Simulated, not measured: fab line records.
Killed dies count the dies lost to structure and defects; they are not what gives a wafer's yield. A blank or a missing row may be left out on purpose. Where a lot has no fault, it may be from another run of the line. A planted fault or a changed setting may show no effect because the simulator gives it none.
A struck lot beside a sound one | flow rit-cmos | 26 steps out of a route of 202
Sound: these wafers, L393.1, L393.5, L393.6. Struck: wafers L388.2, L388.3, L388.4. The cause is named last.
Per side, at each step with rows, come the tool, then ch with its chambers, and then its first start. Under that, the readings that differ: sound wafers | struck wafers | difference of the means | sigmas: that difference in standard deviations of wafers without a fault.
alike: readings whose means differ by less than 2 such deviations, and words and numbers that are the same on both sides. not compared: withheld readings, readings that some wafer has no value for, bounds like >300 that may hide the same value, and numbers for which the record gives no deviation and whose values overlap.
The two part at a step that has a row with sigmas, a row that says differs or no value, or rows on one side only. Non-overlapping numbers with no deviation appear without sigmas and do not part them. A reading missing from all wafers of one side parts the sides only when that side holds two or more wafers.

first, 1 step without rows for these wafers: RIT_WELLDRIVE_ANNEAL_00 (time 14700 s).
RIT_WELLDRIVE_RS_MEAS_01: measures by four-point-probe.
  struck on film-metro-04, day 4 18:50; sound on film-metro-01, day 5 17:40
  alike: NWELL_RS
RIT_WELLDRIVE_RS_MEAS_02: measures by four-point-probe.
  struck on film-metro-04, day 4 18:57; sound on film-metro-01, day 5 17:47
  alike: PWELL_RS
then, 6 steps without rows for these wafers: RIT_NRETRO_HMDS_00 (prime time 60 s); RIT_NRETRO_COAT_01 (resist thk 1300 nm); RIT_NRETRO_SOFTBAKE_02 (time 60 s); RIT_NRETRO_EXPOSE_03 (exposes mask M4, target cd 43900 nm); RIT_NRETRO_PEB_04; RIT_NRETRO_DEVELOP_05 (develop time 68 s).
RIT_NRETRO_OVL_MEAS_06:
  struck on overlay-02, day 4 20:04; sound on overlay-02, day 5 18:56
  alike: NRETRO_OVL
then, 2 steps without rows for these wafers: RIT_NRETRO_HARDBAKE_07 (time 120 s); RIT_NRETRO_IMPLANT_08.
RIT_NRETRO_STRIP_09: strips in O2, time 180 s.
  sound on plasma-asher-04 ch 0,1, day 5 19:22; struck on plasma-asher-01 ch 0,1, day 4 20:29
  no value came back on the struck wafers for chamber-pressure-mTorr (mTorr), drypump-motor-current-A (A), rf-refl-power-W (W); on the sound wafers chamber-pressure-mTorr (mTorr) reads 4002 3998 3994
  reading                                     | sound | struck         | difference | sigmas
  model.NOVOLAK_of_NRETRO_COAT_01.thk-nm (nm) | 0 0 0 | 1138 1140 1137 | +1138      |
  not compared: rf-hours-counter-h
RIT_NRETRO_TW_MEAS_10:
  struck on film-metro-03, day 4 20:40; sound on film-metro-04, day 5 19:32
  alike: NRETRO_TW
then, 6 steps without rows for these wafers: RIT_PRETRO_HMDS_00 (prime time 60 s); RIT_PRETRO_COAT_01 (resist thk 1300 nm); RIT_PRETRO_SOFTBAKE_02 (time 60 s); RIT_PRETRO_EXPOSE_03 (exposes mask M5, target cd 43700 nm); RIT_PRETRO_PEB_04; RIT_PRETRO_DEVELOP_05 (develop time 66.59 s).
RIT_PRETRO_OVL_MEAS_06:
  struck on overlay-01, day 4 21:44; sound on overlay-01, day 5 20:34
  reading         | sound       | struck         | difference | sigmas
  PRETRO_OVL (nm) | 1.3 1.2 1.4 | -1.7 -2.1 -1.0 | -2.9       | -2
then, 2 steps without rows for these wafers: RIT_PRETRO_HARDBAKE_07 (time 120 s); RIT_PRETRO_IMPLANT_08.
RIT_PRETRO_STRIP_09: strips in O2, time 180 s.
  sound on plasma-asher-04 ch 0,1, day 5 20:59; struck on plasma-asher-04 ch 0,1, day 4 22:10
  alike: chamber-pressure-mTorr, drypump-motor-current-A, rf-refl-power-W
  not compared: rf-hours-counter-h
RIT_PRETRO_TW_MEAS_10:
  struck on film-metro-01, day 4 22:21; sound on film-metro-02, day 5 21:10
  reading   | sound       | struck   | difference | sigmas
  PRETRO_TW | 473 475 474 | 30 30 30 | -444       | -99 or more
then, 1 step without rows for these wafers: RIT_GATE_WET_ETCH_00 (etches SiO2 in BOE, target depth 56 nm, time 60 s).

WHERE THEY PART
Last at RIT_PRETRO_TW_MEAS_10 as far as this record goes, first at RIT_NRETRO_STRIP_09.

WHY: what had been put in by the simulator
Step skipped in full: plasma-asher-01, at RIT_NRETRO_STRIP_09, from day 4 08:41 onward. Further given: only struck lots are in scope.
